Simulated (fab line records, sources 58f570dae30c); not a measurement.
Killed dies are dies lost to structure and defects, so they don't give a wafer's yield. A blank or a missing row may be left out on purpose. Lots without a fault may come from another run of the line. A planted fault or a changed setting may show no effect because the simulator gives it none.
One fault seen from 2 desks | flow berkeley_cmos170 | each desk has only its own numbers; what lay behind them comes last

THE METROLOGY DESK
What the gauges read, lot by lot, whatever tool the lot ran on: means of the sampled wafers that have a number. A lot is out of limits, marked OUT, if its mean lies more than 4 standard deviations from the usual mean; the brackets give that distance.
Columns: A = cd_nm at UCB170_PSD_CD_MEAS_06, usual 1200.5 nm; B = PSD_OVL at UCB170_PSD_OVL_MEAS_07, usual -4 nm; C = PSD_TW at UCB170_PSD_TW_MEAS_10, usual 2313; D = cd_nm at UCB170_NSD_CD_MEAS_06, usual 1200.2 nm; E = NSD_OVL at UCB170_NSD_OVL_MEAS_07, usual 0 nm
lot  | first seen here | A      | B  | C    | D      | E
L154 | day 8 17:40     | 1200.0 | -7 | 2326 | 1202.1 | 6
L157 | day 8 22:32     | 1200.9 | -2 | 2285 | 1200.8 | 1
L169 | day 11 17:49    | 1200.7 | -6 | 2294 | 1201.4 | -1
L172 | day 12 23:45    | 1198.5 | 6  | 2341 | 1204.0 | -9
L174 | day 13 22:26    | 1200.3 | 0  | 2340 | 1198.2 | 4
This desk's finding: nothing out of limits on any of the 5 lots.

THE TOOL OWNER'S DESK: krf_scanner-02
The tool's own readings at UCB170_NSD_EXPOSE_03 (exposes mask NSELECT MOD, target cd 1200 nm): means of the sampled wafers that have a number, for each lot that ran on this tool. A lot is out of limits, marked OUT, if its mean lies more than 4 standard deviations from the usual mean; the brackets give that distance.
Columns: A = exposure_dose_mJ_cm2 at UCB170_NSD_EXPOSE_03, usual 29.98; B = reticle_temp_C at UCB170_NSD_EXPOSE_03, usual 22.98 C
lot  | first seen here | A                | B
L157 | day 9 00:03     | 30.03            | 22.97
L172 | day 13 03:09    | 29.80 (-4.8) OUT | 22.86
This desk's finding: out of limits on L172; first on L172, day 13 03:09 (exposure_dose_mJ_cm2 at UCB170_NSD_EXPOSE_03). In limits: L157.

PUT TOGETHER
The tool owner's desk could have raised an alarm at day 13 03:09, on L172.
The metrology desk saw nothing out of limits.
The metrology desk has L172 on record, within its limits.
Of the lots named, all ran UCB170_NSD_EXPOSE_03 on krf_scanner-02.

WHAT THE SIMULATOR HAD PUT IN
Process parameter drift: krf_scanner-02, from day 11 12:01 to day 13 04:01, at UCB170_NSD_EXPOSE_03. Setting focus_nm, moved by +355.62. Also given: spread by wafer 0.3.
Lots struck among those shown: L172.
Hours from the fault's start to each desk's first reading out of limits: the tool owner's desk, 39.
